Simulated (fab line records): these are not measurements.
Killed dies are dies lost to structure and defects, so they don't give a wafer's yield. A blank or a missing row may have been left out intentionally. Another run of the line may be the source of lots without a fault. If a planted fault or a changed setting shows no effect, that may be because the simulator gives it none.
What tool caused it? | flow berkeley cmos170 | Sampling: 14 lots, 42 wafers, 3 of 331 route steps

## WHAT EACH GAUGE READ, for each wafer
UCB170_NWELL_THK_MEAS_05.
lot  | measured    | on            | NWELL_NITRIDE_THK (nm)
L421 | day 2 14:48 | film metro-01 | 224.3 221.6 223.3
L422 | day 2 14:49 | film metro-02 | 224.2 225.1 225.8
L423 | day 2 22:43 | film metro-02 | 223.0 220.7 221.7
L424 | day 3 03:34 | film metro-02 | 223.0 226.3 224.0
L426 | day 3 09:46 | film metro-04 | 224.9 225.8 226.6
L428 | day 3 18:17 | film metro-01 | 225.1 225.0 223.3
L432 | day 4 12:26 | film metro-01 | 224.2 224.2 223.0
L436 | day 5 15:28 | film metro-02 | 222.7 224.4 223.2
L437 | day 5 15:29 | film metro-01 | 229.1 229.5 229.4
L439 | day 6 06:14 | film metro-01 | 221.4 221.0 223.2
L441 | day 6 17:32 | film metro-01 | 222.3 223.2 224.0
L443 | day 7 03:01 | film metro-04 | 223.4 222.0 223.2
L442 | day 7 03:02 | film metro-01 | 224.4 222.6 221.8
L444 | day 7 13:52 | film metro-02 | 227.3 225.5 227.0

UCB170_NWELL_OVL_MEAS_12.
lot  | measured    | on         | NWELL_OVL (nm)
L421 | day 2 16:23 | overlay-02 | -11 -6 -12
L422 | day 2 16:07 | overlay-02 | -4 -7 -5
L423 | day 2 23:37 | overlay-02 | -7 -6 -4
L424 | day 3 04:48 | overlay-01 | -9 -7 -5
L426 | day 3 10:52 | overlay-02 | 2 2 4
L428 | day 3 19:40 | overlay-02 | 0 -1 1
L432 | day 4 13:34 | overlay-01 | -2 2 -3
L436 | day 5 16:41 | overlay-02 | -8 -12 -10
L437 | day 5 16:59 | overlay-01 | -5 -5 -3
L439 | day 6 08:44 | overlay-02 | -12 -13 -4
L441 | day 6 18:44 | overlay-02 | -6 -9 -5
L443 | day 7 04:28 | overlay-01 | -3 -5 0
L442 | day 7 04:56 | overlay-02 | -13 -15 -8
L444 | day 7 14:55 | overlay-01 | -3 -5 -1

UCB170_SCREENOX_THK_MEAS_02.
lot  | measured     | on            | SCREENOX_OXIDE_THK (nm)
L421 | day 6 00:50  | film metro-03 | 14.34 14.19 14.36
L422 | day 6 00:48  | film metro-03 | 14.14 13.96 14.00
L423 | day 6 08:13  | film metro-03 | 14.50 14.72 14.69
L424 | day 6 19:27  | film metro-03 | 14.87 14.66 14.90
L426 | day 6 19:27  | film metro-04 | 14.53 14.34 14.87
L428 | day 7 09:56  | film metro-01 | 14.28 14.42 14.32
L432 | day 8 02:27  | film metro-01 | 14.53 14.27 14.43
L436 | day 9 06:19  | film metro-01 | 14.16 14.25 14.42
L437 | day 9 06:24  | film metro-01 | 14.33 14.27 14.46
L439 | day 9 06:20  | film metro-04 | 14.67 14.70 14.64
L441 | day 10 08:48 | film metro-01 | 14.84 14.64 14.50
L443 | day 10 08:48 | film metro-04 | 14.70 14.60 14.50
L442 | day 10 08:49 | film metro-03 | 14.73 14.64 14.66
L444 | day 10 23:04 | film metro-03 | 14.84 15.06 14.56

## EACH LOT AND THE TOOL THAT RAN IT (in order: tool; ch and the chambers of the sampled wafers; start)
The record holds no process step before these readings.

## AS READ BY THE TOOLS THEMSELVES (means over the sampled wafers that have a number; for cases with no such wafer, the mark the record gives instead)
The record holds no such reading with a usual standard deviation.

## THE ANSWER, worked out from the rows above alone
Rule: the lots themselves supply what counts as usual. Put in order of their means at a reading, lots are off if they are a third of the lots or fewer, leave a main group of 4 or more, and stand apart from it by a gap of 3 or more times the standard deviation of the main group's means; of several such gaps the widest counts. A main group whose means are all the same, to the digits that the tables above print for the reading, isn't used. Also off: a lot with no number at a reading for which 4 or more lots have one. Where the step has rows for the other lots, those lots are counted as sound. First the gauges in route order, then the tools' own readings, where a lot's mean is used as printed above. The first step at which some lot is off is used, and at that step the reading that is off furthest; a lot without a number counts as furthest.
Nothing can be told from this: no lot is off at any reading shown.

## WHAT THE SIMULATOR HAD INSERTED
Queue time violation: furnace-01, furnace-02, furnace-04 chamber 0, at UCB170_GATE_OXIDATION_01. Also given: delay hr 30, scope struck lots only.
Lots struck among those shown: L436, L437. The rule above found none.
